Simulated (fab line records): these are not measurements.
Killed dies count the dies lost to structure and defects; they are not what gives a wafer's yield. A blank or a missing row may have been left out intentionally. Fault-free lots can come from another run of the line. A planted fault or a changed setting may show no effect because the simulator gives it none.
One fault seen from 2 desks    flow ritCmos    each desk has only its own numbers; what lay behind them comes last

METROLOGY DESK
Means of the sampled wafers that have a number, per lot and without regard to the tool the lot ran on: this is what the gauges read. The brackets show how far a lot's mean lies from the usual mean; more than 4 standard deviations puts the lot out of limits, marked OUT.
Columns: A = GATE_POLY_THK at RIT_GATE_THK_MEAS_09, usual 250.2 nm; B = cdNm at RIT_CONTACT_CD_MEAS_08, usual 999.7 nm
lot   first seen here  A      B
L543  day 2 18:27      251.5  997.7
L546  day 3 08:23      245.4  1001.6
L548  day 3 19:14      251.3  999.6
L549  day 3 23:52      246.3  1000.6
L550  day 4 05:46      253.9  999.7
L551  day 4 09:03      246.0  999.7
L552  day 4 15:12      248.8  1002.7
L553  day 4 20:08      250.6  1000.3
L558  day 5 21:19      250.8  999.4
L559  day 6 02:00      251.6  998.8
L561  day 6 10:43      250.0  999.1
L563  day 6 21:57      250.0  1000.2
L564  day 7 05:18      250.2  998.9
Finding of this desk: none of the 13 lots has anything out of limits.

AT THE TOOL OWNER'S DESK: pvdSputter-04
The tool's own readings at RIT_M1_SPUTTER_00 (material Al, target thk 400 nm, time 500 s): means of the sampled wafers that have a number, for each lot that ran on this tool. The brackets show how far a lot's mean lies from the usual mean; more than 4 standard deviations puts the lot out of limits, marked OUT.
Columns: A = cathodeDcPowerW at RIT_M1_SPUTTER_00, usual 2000.0 W; B = chamberPressurePa at RIT_M1_SPUTTER_00, usual 0.4002 Pa; C = throttleValvePct at RIT_M1_SPUTTER_00, usual 30.0 %
lot   first seen here  A                         B       C
L543  day 3 12:16      2000.3                    0.4005  30.6
L546  day 4 01:20      1999.9                    0.4014  30.5
L548  day 4 12:58      2000.0                    0.4002  28.9
L550  day 4 22:44      1999.7                    0.3997  30.5
L552  day 5 07:56      2000.0                    0.3994  29.8
L558  day 6 15:17      1950.8 (-99 or more) OUT  0.4006  29.9
Finding of this desk: L558 out of limits; the first was L558 at day 6 15:17, on cathodeDcPowerW at RIT_M1_SPUTTER_00. In limits: L543, L546, L548, L550, L552.

BROUGHT TOGETHER
At day 6 15:17, on L558, the tool owner's desk was in a position to raise an alarm.
Nothing out of limits was seen by the metrology desk.
The metrology desk holds a record of L558, inside its limits.
The lots listed all ran RIT_M1_SPUTTER_00 on pvdSputter-04.

WHAT WAS PUT IN BY THE SIMULATOR
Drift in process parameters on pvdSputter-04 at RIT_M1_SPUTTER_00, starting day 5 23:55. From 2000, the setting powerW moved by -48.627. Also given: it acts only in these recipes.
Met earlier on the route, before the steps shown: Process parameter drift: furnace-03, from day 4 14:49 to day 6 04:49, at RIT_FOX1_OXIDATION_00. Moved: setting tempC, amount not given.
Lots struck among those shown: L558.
Delay in hours, fault start to first out-of-limits reading, by desk: the tool owner's desk at 15.
